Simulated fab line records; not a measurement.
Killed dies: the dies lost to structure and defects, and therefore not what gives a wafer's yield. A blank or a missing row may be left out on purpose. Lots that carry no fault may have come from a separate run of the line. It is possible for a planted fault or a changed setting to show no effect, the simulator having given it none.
The tool behind it: which one?	flow rit-cmos	Sampling: 14 lots, 42 wafers, 5 of 202 route steps

== WHAT EACH GAUGE READ, for each wafer ==
RIT_ACTIVE_THK_MEAS_02.
lot	measured	on	ACTIVE_OXIDE_THK (nm)
L272	day 1 12:04	film-metro-01	48.1 48.5 49.1
L273	day 1 17:03	film-metro-02	49.1 48.6 48.5
L274	day 1 22:03	film-metro-01	47.9 47.3 47.7
L275	day 2 03:28	film-metro-01	47.4 47.5 47.7
L277	day 2 13:04	film-metro-03	49.2 49.2 49.6
L279	day 2 23:03	film-metro-01	49.1 50.1 49.5
L280	day 3 05:12	film-metro-03	48.1 48.0 47.9
L282	day 3 14:04	film-metro-03	47.6 48.5 47.5
L283	day 3 19:05	film-metro-02	49.7 49.4 49.4
L284	day 4 00:04	film-metro-01	47.6 47.4 47.4
L285	day 4 05:04	film-metro-02	49.1 48.6 47.9
L289	day 5 01:04	film-metro-02	55.0 54.6 55.0
L290	day 5 06:15	film-metro-03	55.0 55.0 54.7
L292	day 5 16:03	film-metro-01	47.7 47.5 46.9

RIT_PRETRO_OVL_MEAS_06.
lot	measured	on	PRETRO_OVL (nm)
L272	day 2 06:46	overlay-02	0.2 1.0 -1.8
L273	day 2 11:56	overlay-01	1.2 0.3 0.2
L274	day 2 17:26	overlay-02	-0.9 -0.1 -1.1
L275	day 2 23:09	overlay-02	-1.3 -1.4 -0.1
L277	day 3 08:08	overlay-02	0.3 0.3 -1.0
L279	day 3 18:55	overlay-02	0.9 -0.2 0.1
L280	day 3 23:39	overlay-01	1.1 0.8 0.5
L282	day 4 08:51	overlay-01	-2.2 -1.4 0.5
L283	day 4 14:16	overlay-01	-0.4 -0.3 1.0
L284	day 4 19:34	overlay-02	0.0 0.3 1.0
L285	day 5 00:21	overlay-01	0.7 -0.4 -0.9
L289	day 5 20:16	overlay-01	1.5 1.1 0.3
L290	day 6 01:38	overlay-02	-0.2 0.5 -0.1
L292	day 6 12:07	overlay-01	-1.0 -1.0 -2.2

== EACH LOT AND THE TOOL THAT RAN IT (in order: tool; ch and the chambers of the sampled wafers; start) ==
lot	RIT_ACTIVE_OXIDATION_01	RIT_NWELL_STRIP_09	RIT_NRETRO_STRIP_09
L272	furnace-02 ch 0, day 1 10:07	plasma-asher-03 ch 0,1, day 1 20:53	plasma-asher-01 ch 0,1, day 2 05:35
L273	furnace-02 ch 0, day 1 15:07	plasma-asher-03 ch 1, day 2 01:51	plasma-asher-02 ch 0,1, day 2 10:41
L274	furnace-04 ch 0, day 1 20:07	plasma-asher-03 ch 0,1, day 2 07:35	plasma-asher-03 ch 0,1, day 2 16:08
L275	furnace-01 ch 0, day 2 01:31	plasma-asher-03 ch 0,1, day 2 13:20	plasma-asher-02 ch 1, day 2 22:02
L277	furnace-01 ch 0, day 2 11:07	plasma-asher-04 ch 0,1, day 2 21:41	plasma-asher-03 ch 0,1, day 3 07:04
L279	furnace-01 ch 0, day 2 21:07	plasma-asher-01 ch 0,1, day 3 09:01	plasma-asher-02 ch 0,1, day 3 17:48
L280	furnace-04 ch 0, day 3 03:16	plasma-asher-03 ch 0,1, day 3 13:44	plasma-asher-03 ch 0,1, day 3 22:25
L282	furnace-02 ch 0, day 3 12:07	plasma-asher-01 ch 0,1, day 3 22:50	plasma-asher-01 ch 0,1, day 4 07:36
L283	furnace-04 ch 0, day 3 17:07	plasma-asher-03 ch 0,1, day 4 04:01	plasma-asher-02 ch 0,1, day 4 12:58
L284	furnace-02 ch 0, day 3 22:07	plasma-asher-04 ch 0,1, day 4 09:57	plasma-asher-03 ch 0,1, day 4 18:27
L285	furnace-01 ch 0, day 4 03:07	plasma-asher-03 ch 0,1, day 4 14:28	plasma-asher-03 ch 1, day 4 23:07
L289	furnace-02 ch 0, day 4 23:07	plasma-asher-01 ch 0, day 5 10:15	plasma-asher-03 ch 0,1, day 5 19:01
L290	furnace-02 ch 0, day 5 04:17	plasma-asher-03 ch 0,1, day 5 15:53	plasma-asher-03 ch 0,1, day 6 00:26
L292	furnace-01 ch 0, day 5 14:07	plasma-asher-03 ch 0,1, day 6 02:18	plasma-asher-02 ch 0,1, day 6 10:52
- RIT_ACTIVE_OXIDATION_01: target thk 46.8 nm, ox time 3513 s.
- RIT_NWELL_STRIP_09: strips in O2, time 180 s.
- RIT_NRETRO_STRIP_09: strips in O2, time 180 s.

== WHAT THE TOOLS THEMSELVES READ (means of the sampled wafers that have a number; where no wafer has one, the mark that the record gives instead) ==
RIT_ACTIVE_OXIDATION_01.
lot	tool	zone-power-source-pct (%)
L272	furnace-02	30.8
L273	furnace-02	30.4
L274	furnace-04	30.6
L275	furnace-01	31.0
L277	furnace-01	31.7
L279	furnace-01	31.2
L280	furnace-04	31.0
L282	furnace-02	30.7
L283	furnace-04	30.4
L284	furnace-02	30.4
L285	furnace-01	31.3
L289	furnace-02	30.5
L290	furnace-02	30.7
L292	furnace-01	31.6

RIT_NWELL_STRIP_09.
lot	tool	drypump-motor-current-A (A)	rf-refl-power-W (W)
L272	plasma-asher-03	6.2	7.9
L273	plasma-asher-03	5.7	7.4
L274	plasma-asher-03	6.0	7.4
L275	plasma-asher-03	6.0	7.7
L277	plasma-asher-04	5.8	7.9
L279	plasma-asher-01	5.2	8.8
L280	plasma-asher-03	6.0	8.0
L282	plasma-asher-01	5.3	7.8
L283	plasma-asher-03	6.0	7.7
L284	plasma-asher-04	6.1	7.8
L285	plasma-asher-03	6.0	7.7
L289	plasma-asher-01	5.3	6.6
L290	plasma-asher-03	6.3	8.0
L292	plasma-asher-03	6.2	7.8

RIT_NRETRO_STRIP_09.
lot	tool	drypump-motor-current-A (A)	rf-refl-power-W (W)
L272	plasma-asher-01	5.3	7.6
L273	plasma-asher-02	5.2	5.0
L274	plasma-asher-03	6.2	7.9
L275	plasma-asher-02	5.2	5.5
L277	plasma-asher-03	6.2	8.1
L279	plasma-asher-02	5.2	4.8
L280	plasma-asher-03	6.3	7.9
L282	plasma-asher-01	5.3	7.7
L283	plasma-asher-02	5.2	5.1
L284	plasma-asher-03	6.0	7.7
L285	plasma-asher-03	5.7	7.5
L289	plasma-asher-03	6.0	7.6
L290	plasma-asher-03	6.0	7.8
L292	plasma-asher-02	5.2	4.8

== THE ANSWER, worked out from the rows above alone ==
Rule: usual is defined by the lots themselves. The widest of any qualifying gaps counts: lots, ordered by their means at a reading, are off when they make up no more than a third of the lots, leave a main group of 4 or more, and stand apart from it by 3 or more times the standard deviation of that group's means. If all means in a main group match to the digits the tables above print for the reading, that group is not used. Also off: a lot with no number at a reading for which 4 or more lots have one. All remaining lots with rows at the step are treated as sound. After the gauges, taken in route order, come the tools' own readings; for these a lot's mean is taken, as printed above. At the first step where some lot is off, the reading lying furthest off is the one used; lots without a number count as furthest.
Off: at RIT_ACTIVE_THK_MEAS_02 (ACTIVE_OXIDE_THK), L289, L290. Main group: mean 48.3 nm, sd 0.78.
A tool fits if, at a process step before that reading, it ran every lot that is off, and no sound lot after the first of them. Gauges at RIT_ACTIVE_THK_MEAS_02: tried the same way as those tools. One fits: furnace-02 at RIT_ACTIVE_OXIDATION_01. Its last sound lot is L284 (day 3 22:07), its first lot that is off L289 (day 4 23:07): a fault that began between those two fits.

== WHAT THE SIMULATOR HAD INSERTED ==
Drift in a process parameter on furnace-02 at RIT_ACTIVE_OXIDATION_01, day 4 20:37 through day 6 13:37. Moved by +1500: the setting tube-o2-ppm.
Struck lots among those shown: L289, L290. The rule above found the same.
